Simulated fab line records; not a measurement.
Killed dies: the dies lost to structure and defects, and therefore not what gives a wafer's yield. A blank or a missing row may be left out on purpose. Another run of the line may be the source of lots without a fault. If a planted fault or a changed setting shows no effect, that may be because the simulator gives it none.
8D (eight disciplines) problem report, filled in by code    flow berkeley_cmos170    the parts of the form that need people (team, actions taken, sign-off) are left out

## 1. THE ISSUE
Wafers free of any fault read 2010 nm (standard deviation 27) for V2_TEOS_THK at UCB170_V2_THK_MEAS_01, against a mean of 2226 nm on 2 wafers of 2 lots. Measured from the usual mean, that is +8.0 standard deviations.
The first sign was on wafer L912.4 at day 11 14:35, on film_metro-03. The record has a number at this step for 42 wafers belonging to 14 lots. Rule for "out", or "out of limits": more than 4 standard deviations from the usual mean. All remaining wafers that have a number are taken as sound.

## 2. WHAT IT IS AND WHAT IT IS NOT
question                     is                 is not
which readings at this step  V2_TEOS_THK        -
which lots                   L912, L913         L892, L894, L896, L897, L899, L900, L901, L902, L903, L908, L914, L915
which wafers of those lots   L912.4, L913.1     L912.1, L912.6, L913.2, L913.3
read on which gauges         film_metro-03      film_metro-02, film_metro-04
when                         from day 11 14:35  up to then (32 sound wafers); but 8 sound wafers of L913, L914, L915 came after

## 3. THE SUSPECTS, EACH WITH WHAT RULES IT OUT
Counting: a tool at a process step up to the reading stays a suspect if it ran every lot that is out. Sound lots after the first of them don't rule it out here, since some wafers of a struck lot are sound.
- ruled out: the gauge at UCB170_V2_THK_MEAS_01. All the wafers that are out were read on film_metro-03, but those of them that UCB170_V2_CVD_00 has rows for are out there too, on other tools.
- pecvd-03 at UCB170_V2_CVD_00 (deposits SiO2 from TEOS/O2, target thk 2000 nm, time 250 s): kept. It ran every lot that is out, first L912 (day 11 14:25); its last sound lot up to then is L908 (day 10 18:49). Out on those wafers are its own readings of run_length_s.
- At UCB170_V2_CVD_00, inside pecvd-03: chamber 0 took the wafers that are out, while their sound lot-mates went through chambers 1, 2.
After counting, what remains is pecvd-03 at UCB170_V2_CVD_00.

## 4. THE CAUSE (what the simulator had put in)
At UCB170_V2_CVD_00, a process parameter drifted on pecvd-03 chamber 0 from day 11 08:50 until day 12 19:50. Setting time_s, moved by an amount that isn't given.
Counting left only this tool.

## 5. SEQUENCE OF EFFECTS, ordered by route
One row per reading whose mean, taken over the struck wafers that have a number, lies over 3 standard deviations from the usual. Only readings whose record carries a usual standard deviation are examined. hours: median over the lots of the time between each lot's start at the first step of this table that gives one and its start at this step. sigmas: the change, counted in usual standard deviations.
hours  step                   reading       usual    on struck wafers  change  sigmas
0      UCB170_V2_CVD_00       run_length_s  277.7 s  304.6             +26.9   +44
0      UCB170_V2_THK_MEAS_01  V2_TEOS_THK   2010 nm  2226              +216    +8.0
Process steps it contains:
- UCB170_V2_CVD_00: deposits SiO2 from TEOS/O2, target thk 2000 nm, time 250 s.

## 6. HOW IT WOULD HAVE BEEN CAUGHT EARLIER
The first out-of-limits reading at a measuring or inspecting step in this record came at day 11 14:35, 6 hours after the fault's start at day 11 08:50.
The tool's own readings at UCB170_V2_CVD_00 were out on every struck wafer that the step has a row for (run_length_s): an alarm limit on them would have fired on the first of those.
Among the 2 lots that are out, L913 began UCB170_V2_CVD_00 on pecvd-03 after day 11 14:35. A tool hold placed at that time would have kept it from harm.
